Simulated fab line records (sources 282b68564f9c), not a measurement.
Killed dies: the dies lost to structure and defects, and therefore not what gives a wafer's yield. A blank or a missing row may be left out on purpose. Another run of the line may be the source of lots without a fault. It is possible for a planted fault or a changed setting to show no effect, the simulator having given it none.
Which tool did it? :: flow ritCmos :: 6 lots with 18 wafers sampled at 3 steps, on a route of 202 steps

WHAT THE GAUGES READ, wafer by wafer
RIT_CONTACT_CD_MEAS_08: the cd target is 1000 nm.
lot: L817
measured: day 3 13:02
on: cdSem-02
cdNm (nm): 1001.0 999.4 1004.9

lot: L819
measured: day 3 19:22
on: cdSem-02
cdNm (nm): 999.7 999.0 1001.3

lot: L822
measured: day 4 11:19
on: cdSem-02
cdNm (nm): 998.4 997.0 1000.2

lot: L825
measured: day 5 07:58
on: cdSem-02
cdNm (nm): 999.5 1000.7 998.5

lot: L827
measured: day 5 15:43
on: cdSem-01
cdNm (nm): 998.7 1000.6 1000.3

lot: L831
measured: day 6 10:08
on: cdSem-02
cdNm (nm): 997.8 996.4 994.1

WHAT TOOL EACH LOT RAN ON (gives the tool, then ch and the chambers of the sampled wafers, and finally the start)
lot: L817
RIT_SDANNEAL_RTA_03: rtpAnneal-02 ch 0, day 3 10:52
RIT_CONTACT_EXPOSE_05: ilineStepper-02 ch 0, day 3 12:31

lot: L819
RIT_SDANNEAL_RTA_03: rtpAnneal-02 ch 0, day 3 17:06
RIT_CONTACT_EXPOSE_05: ilineStepper-01 ch 0, day 3 18:51

lot: L822
RIT_SDANNEAL_RTA_03: rtpAnneal-01 ch 0, day 4 09:11
RIT_CONTACT_EXPOSE_05: ilineStepper-01 ch 0, day 4 10:49

lot: L825
RIT_SDANNEAL_RTA_03: rtpAnneal-02 ch 0, day 5 05:42
RIT_CONTACT_EXPOSE_05: ilineStepper-02 ch 0, day 5 07:27

lot: L827
RIT_SDANNEAL_RTA_03: rtpAnneal-02 ch 0, day 5 13:21
RIT_CONTACT_EXPOSE_05: ilineStepper-01 ch 0, day 5 15:05

lot: L831
RIT_SDANNEAL_RTA_03: rtpAnneal-02 ch 0, day 6 07:50
RIT_CONTACT_EXPOSE_05: ilineStepper-01 ch 0, day 6 09:35
- RIT_SDANNEAL_RTA_03: time 5 s.
- RIT_CONTACT_EXPOSE_05: exposes mask M11, target cd 1000 nm.

THE ANSWER, worked out from the rows above alone
Rule: usual is defined by the lots themselves. The widest of any qualifying gaps counts: lots, ordered by their means at a reading, are off when they make up no more than a third of the lots, leave a main group of 4 or more, and stand apart from it by 3 or more times the standard deviation of that group's means. The tables above print the reading to a certain number of digits; a main group whose means all agree to those digits is not used. A lot without any number at a reading at which 4 lots or more have one is off too. Where the step has rows for the other lots, those lots are counted as sound.
Nothing can be told from this: no lot is off at any reading shown.

WHAT THE SIMULATOR PUT IN
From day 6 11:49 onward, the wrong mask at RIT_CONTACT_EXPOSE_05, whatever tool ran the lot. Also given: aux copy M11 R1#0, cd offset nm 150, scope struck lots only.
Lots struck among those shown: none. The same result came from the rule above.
